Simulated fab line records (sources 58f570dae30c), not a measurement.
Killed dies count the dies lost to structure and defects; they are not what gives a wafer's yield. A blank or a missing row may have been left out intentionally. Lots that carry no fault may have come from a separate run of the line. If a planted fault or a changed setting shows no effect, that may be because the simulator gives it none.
fab line records | flow berkeley_cmos170
record: lots: 6 wafers: 18 last_day: 12
route steps=331 shown M2@291 V2@292
lots with no fault: from the same line, run without faults
start_h: the number of hours between the record's first day and the start of the first shown wafer of the lot | wait_h: time in hours since the lot's previous step | " unchanged from the row above | L1.1+2: a single row standing in for several wafers | - no value, or no start was given | * or withheld: withheld | < > ~ a bound
route shown NAME@n: a module of which the file shows steps, and the number in the route of the first | usual: mean and standard deviation over wafers with no fault | same: alike in all rows | chamber/n: place in a boat | sites: each site's reading | _std_site: the standard deviation of these | _edge_site: mean of outer sites minus mean of inner sites | radius_mm: how far each site lies from the wafer's centre | mask NAME#n: copy n | behind: the most recent tool/chamber to have shaped the wafer | hold: the reason the lot was held/the length of the hold in hours/how it ended | device: whichever transistor did not switch (one of n, p or np) | end of line: the tests these same wafers got at the end of their route | a step given without rows: its recipe and nothing more | killed: at the first sort, the dies lost to defects and structure; wafer yield is something else | map: shows each die of a wafer: x if killed, . if not, _ if none is there
set.NAME: the setting as run; set.NAME@STEP: as run at that earlier step | model.NAME: the simulator's own value behind a step, which no gauge read
a table for each step, a row for each wafer; lots at some steps of the route
services: the hour from which a tool's chamber was out of use, counted from the record's first day as start_h (under 0 if before that day), plus the number of hours and why
== steps ==
step: UCB170_M2_CD_MEAS_90
recipe: target_cd_nm: 700
usual: cd_nm: 700.1/2.3
columns lot.wafer tool chamber start_h wait_h cd_nm
L132.1 cd_sem-01 - 223.39 0.1 700.8
L132.3 " - " " 698.9
L132.6 " - " " 696.5
L130.1 cd_sem-01 - 223.95 0.1 703.8
L130.3 " - " " 702.1
L130.6 " - " " 703.3
L133.2 cd_sem-01 - 236.13 0.1 699.6
L133.3 " - " " 699.0
L133.6 " - " " 698.7
L139.3 cd_sem-02 - 245.56 0.1 700.3
L139.5 " - " " 699.6
L139.6 " - " " 700.6
L140.1 cd_sem-02 - 270.09 0.2 699.2
L140.2 " - " " 699.4
L140.3 " - " " 700.3
L142.2 cd_sem-02 - 275.36 0.1 705.1
L142.3 " - " " 701.6
L142.5 " - " " 701.7
step: UCB170_V2_CVD_00
recipe: material: SiO2 target_thk_nm: 2000 temp_c: 390 precursor: TEOS/O2 time_s: 250 rf_w: 550 pressure_mtorr: 9000
usual: heater_power_w: 237/69
same: time_s: 250
columns lot.wafer tool chamber start_h wait_h heater_power_w
L132.1 pecvd-02 2 223.51 0.1 211
L132.3 " 0 " " 285
L132.6 " 0 " " 336
L130.1 pecvd-04 2 224.07 0.1 246
L130.3 " 0 " " 214
L130.6 " 2 " " 185
L133.2 pecvd-03 1 236.23 0.1 351
L133.3 " 2 " " 197
L133.6 " 2 " " 152
L139.3 pecvd-02 1 245.72 0.1 340
L139.5 " 2 " " 199
L139.6 " 1 " " 255
L140.1 pecvd-02 0 270.21 0.1 312
L140.2 " 1 " " 273
L140.3 " 0 " " 239
L142.2 pecvd-03 1 275.46 0.1 385
L142.3 " 0 " " 257
L142.5 " 2 " " 224
step: UCB170_V2_THK_MEAS_01
recipe: reads: SiO2_of_V2_CVD_00
usual: V2_TEOS_THK: 2007/25
columns lot.wafer tool chamber start_h wait_h V2_TEOS_THK[nm]
L132.1 film_metro-02 - 223.66 0.1 1991
L132.3 " - " " 2006
L132.6 " - " " 2030
L130.1 film_metro-01 - 224.23 0.1 1982
L130.3 " - " " 1984
L130.6 " - " " 2014
L133.2 film_metro-02 - 236.39 0.1 1971
L133.3 " - " " 1992
L133.6 " - " " 2010
L139.3 film_metro-01 - 245.89 0.1 2046
L139.5 " - " " 2018
L139.6 " - " " 2020
L140.1 film_metro-02 - 270.45 0.2 2030
L140.2 " - " " 1999
L140.3 " - " " 2064
L142.2 film_metro-01 - 275.62 0.1 1961
L142.3 " - " " 1966
L142.5 " - " " 1996
step: UCB170_V2_CMP_02
recipe: material: SiO2 down_force_psi: 6 platen_rpm: 60 pad_velocity_m_s: 0.75398
usual: motor_current_A: 16.0/1.2
columns lot.wafer tool chamber start_h wait_h motor_current_A
L132.1 cmp-02 0 223.72 0.1 16.0
L132.3 " 2 " " 17.5
L132.6 " 1 " " 16.3
L130.1 cmp-02 1 224.34 0.1 16.9
L130.3 " 3 " " 15.1
L130.6 " 0 " " 16.4
L133.3 cmp-02 2 236.49 0.1 16.9
L133.2 " 3 " " 15.8
L133.6 " 1 " " 17.3
L139.3 cmp-01 0 246.03 0.1 15.0
L139.6 " 2 " " 18.2
L139.5 " 3 " " 13.1
L140.3 cmp-02 0 270.56 0.1 15.8
L140.1 " 1 " " 17.7
L140.2 " 2 " " 16.7
L142.2 cmp-02 2 275.67 0.0 17.3
L142.3 " 1 " " 16.9
L142.5 " 3 " " 14.6
step: UCB170_V2_BOW_MEAS_03
recipe: mode: bow
usual: V2_BOW: 37/7.5
columns lot.wafer tool chamber start_h wait_h V2_BOW[um]
L132.1 film_metro-01 - 224.02 0.2 33
L132.3 " - " " 35
L132.6 " - " " 36
L130.1 film_metro-01 - 224.59 0.2 47
L130.3 " - " " 47
L130.6 " - " " 55
L133.2 film_metro-03 - 236.76 0.2 20
L133.3 " - " " 36
L133.6 " - " " 44
L139.3 film_metro-03 - 246.27 0.2 39
L139.5 " - " " 35
L139.6 " - " " 39
L140.1 film_metro-03 - 270.81 0.1 37
L140.2 " - " " 37
L140.3 " - " " 24
L142.2 film_metro-02 - 275.99 0.3 30
L142.3 " - " " 34
L142.5 " - " " 29
step: UCB170_V2_THK_MEAS_04
recipe: reads: SiO2_of_V2_CVD_00
usual: V2_POLISHED_THK: 1022.1/1.2
columns lot.wafer tool chamber start_h wait_h V2_POLISHED_THK[nm]
L132.1 film_metro-01 - 224.14 0.1 1022.0
L132.3 " - " " 1021.0
L132.6 " - " " 1021.9
L130.1 film_metro-01 - 224.71 0.1 1022.3
L130.3 " - " " 1021.9
L130.6 " - " " 1022.7
L133.2 film_metro-03 - 236.87 0.1 1021.9
L133.3 " - " " 1023.4
L133.6 " - " " 1023.8
L139.3 film_metro-03 - 246.37 0.1 1022.1
L139.5 " - " " 1022.5
L139.6 " - " " 1022.7
L140.1 film_metro-03 - 270.93 0.1 1021.7
L140.2 " - " " 1021.8
L140.3 " - " " 1021.8
L142.2 film_metro-02 - 276.10 0.1 1022.7
L142.3 " - " " 1021.7
L142.5 " - " " 1020.8
step: UCB170_V2_CLEAN_05
recipe: chemistry: DIW
step: UCB170_V2_HMDS_06
recipe: prime_time_s: 60 prime_temp_c: 100
step: UCB170_V2_COAT_07
recipe: resist: KrF spin_rpm: 1500 resist_thk_nm: 900
step: UCB170_V2_SOFTBAKE_08
recipe: resist: KrF temp_c: 130 time_s: 60
step: UCB170_V2_EXPOSE_09
recipe: mask_id: VIA2 target_cd_nm: 700 na: 0.5 sigma_outer: 0.6 source_shape: conventional dose_mj: 37
step: UCB170_V2_PEB_10
recipe: peb_temp_c: 130 peb_time_s: withheld resist: KrF
step: UCB170_V2_DEVELOP_11
recipe: developer: TMAH develop_time_s: 45 resist: KrF dev_temp_c: 21
usual: chill_plate_temp_C: 22.97/0.11 develop_time_s: 45/0
columns lot.wafer tool chamber start_h wait_h chill_plate_temp_C develop_time_s model.KrF_of_V2_COAT_07.thk_nm
L132.1 litho_track-01 0 225 - 22.94 45 883.8
L132.3 " 0 " " 22.81 45 884.9
L132.6 " 0 " " 22.94 45 881.8
L130.1 litho_track-01 - 226 - - - 898
L130.3 " - " " - - 900.2
L130.6 " - " " - - 900
L133.2 litho_track-03 - 237 - - - 896
L133.3 " - " " - - 898.3
L133.6 " - 238 - - - 896.4
L139.3 litho_track-01 0 247 - 23.17 45 883.9
L139.5 " 0 " " 23.00 45 882.1
L139.6 " 0 " " 23.13 45 882
L140.1 litho_track-03 0 272 - 23.07 45 881.8
L140.2 " 0 " " 22.93 45 882.7
L140.3 " 0 " " 23.07 45 882.4
L142.2 litho_track-02 0 277 - 22.93 45 882.7
L142.3 " 0 " " 23.16 45 883.7
L142.5 " 0 " " 22.95 45 880.8
step: UCB170_V2_CD_MEAS_12
recipe: target_cd_nm: 700
usual: cd_nm: 700.1/1.3
columns lot.wafer tool chamber start_h wait_h cd_nm
L132.1 cd_sem-02 - 225.70 - 696.9
L132.3 " - " " 697.5
L132.6 " - " " 698.2
L130.1 cd_sem-02 - 226.70 - -
L130.3 " - " " -
L130.6 " - " " -
L133.2 cd_sem-02 - 238.09 - -
L133.3 " - " " -
L133.6 " - " " -
L139.3 cd_sem-01 - 247.82 - 701.9
L139.5 " - " " 701.4
L139.6 " - " " 700.1
L140.1 cd_sem-01 - 272.96 - 701.4
L140.2 " - " " 701.0
L140.3 " - " " 700.5
L142.2 cd_sem-02 - 277.67 - 700.6
L142.3 " - " " 701.5
L142.5 " - " " 701.4
== services ==
columns tool chamber start_h hours kind
cmp-02 - 228.70 1.5 repair
cmp-01 - 232.00 4.0 pm
pecvd-02 1 233.35 12.0 repair
cmp-01 - 236.00 - consumable_replace:conditioner
cmp-01 - 236.00 - consumable_replace:pad
cmp-01 - 236.00 5.7 pm
pecvd-02 0 240.09 28.9 repair
pecvd-02 2 253.80 30.3 repair
pecvd-04 2 259.54 2.8 repair
cmp-01 - 275.82 4.5 repair
== key ==
first_sign: step: UCB170_V2_DEVELOP_11 reading: tool_record direction: missing
effect none on later readings
model_effect: step: UCB170_V2_DEVELOP_11 value: KrF_of_V2_COAT_07.thk_nm without: 884 struck: 898.2
met_at UCB170_V2_DEVELOP_11
struck_wafers L130.1,L130.3,L130.6,L133.2,L133.3,L133.6
later_rows_left_out L130.1,L130.3,L130.6,L133.2,L133.3,L133.6
sort_left_out L130.1,L130.3,L130.6,L133.2,L133.3,L133.6
fault: kind: skipped_step_whole tool: litho_track-01,litho_track-03 chamber: - onset_h: 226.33 steps: UCB170_V2_DEVELOP_11 scope: struck_lots_only
sort_left_out: the simulated sort isn't trusted on such a fault, so these wafers' sort isn't shown, and their yield isn't known
later_rows_left_out: the simulator's readings of these wafers behind a module that went badly wrong aren't trusted and aren't shown, but for the sort
